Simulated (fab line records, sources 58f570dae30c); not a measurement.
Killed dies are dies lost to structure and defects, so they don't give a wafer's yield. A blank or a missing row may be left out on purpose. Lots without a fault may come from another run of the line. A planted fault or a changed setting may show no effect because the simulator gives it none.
Split-lot experiment | flow berkeley_cmos170 | 5 lots, 23 wafers read, on a route of 331 steps

THE SPLIT
At UCB170_WELLDRIVE_OXIDATION_01 (target thk 199 nm, ox time 9000 s), the setting ox_time_s was moved away from the recipe's 9000 s on 10 of the 23 wafers read, by -14.1% to +10.2%. The other wafers ran this setting at the recipe's value.

The file shows no step between the split and the reading.

THE READING
WELLDRIVE_OXIDE_THK, in nm, at UCB170_WELLDRIVE_THK_MEAS_02. Fault-free wafers of this fab line usually give 202.0 nm, standard deviation 2.9 nm.

wafer  | tool, chamber at the split | ox_time_s as run, s | against the recipe | WELLDRIVE_OXIDE_THK, nm | against lot-mates on the recipe
L074.1 | -, -                       | 9000                | recipe             | 201.0                   | -
L074.2 | -, -                       | 9000                | recipe             | 203.6                   | -
L074.3 | -, -                       | 9000                | recipe             | 202.0                   | -
L074.5 | -, -                       | 9000                | recipe             | 203.9                   | -
L074.6 | -, -                       | 9000                | recipe             | 203.3                   | -
L076.2 | -, -                       | 7734                | -14.1%             | 187.6                   | no lot-mate on the recipe
L076.3 | -, -                       | 7734                | -14.1%             | 186.4                   | no lot-mate on the recipe
L076.4 | -, -                       | 7734                | -14.1%             | 189.1                   | no lot-mate on the recipe
L076.5 | -, -                       | 7734                | -14.1%             | 184.4                   | no lot-mate on the recipe
L076.6 | -, -                       | 7734                | -14.1%             | 184.9                   | no lot-mate on the recipe
L078.1 | -, -                       | 9000                | recipe             | 202.9                   | -
L078.2 | -, -                       | 9000                | recipe             | 202.9                   | -
L078.4 | -, -                       | 9000                | recipe             | 205.4                   | -
L078.5 | -, -                       | 9000                | recipe             | 198.7                   | -
L078.6 | -, -                       | 9000                | recipe             | 202.8                   | -
L081.1 | -, -                       | 9921                | +10.2%             | 215.2                   | no lot-mate on the recipe
L081.2 | -, -                       | 9921                | +10.2%             | 216.4                   | no lot-mate on the recipe
L081.3 | -, -                       | 9921                | +10.2%             | 216.8                   | no lot-mate on the recipe
L081.5 | -, -                       | 9921                | +10.2%             | 216.3                   | no lot-mate on the recipe
L081.6 | -, -                       | 9921                | +10.2%             | 215.0                   | no lot-mate on the recipe
L082.2 | furnace-03, 0              | 9000                | recipe             | 200.8                   | -
L082.4 | furnace-03, 0              | 9000                | recipe             | 199.9                   | -
L082.6 | furnace-03, 0              | 9000                | recipe             | 201.7                   | -

THE FIT
A straight line over all 23 wafers: WELLDRIVE_OXIDE_THK changes by +1.2 nm for each +1% of ox_time_s; r = +0.99; the points scatter about the line by 1.8 nm.
Too few moved wafers have a lot-mate on the recipe to fit a line with each lot's own level taken away.

THE WHOLE CHAIN: every reading that the file lists as answering this split, in the file's order
step                          | what it does                      | reading                                                                                | change (the file's fit)             | r (the file's)
UCB170_WELLDRIVE_OXIDATION_01 | target thk 199 nm, ox time 9000 s | SiO2_of_WELLDRIVE_OXIDATION_01.thk_nm (the simulator's own value, which no gauge read) | +1.2 nm for each +1% of the setting | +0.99
UCB170_WELLDRIVE_THK_MEAS_02  |                                   | WELLDRIVE_OXIDE_THK                                                                    | +1.2 for each +1% of the setting    | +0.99

THE FILE'S OWN FIT
WELLDRIVE_OXIDE_THK changes by +1.2 nm for each +1% of ox_time_s, r = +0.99.
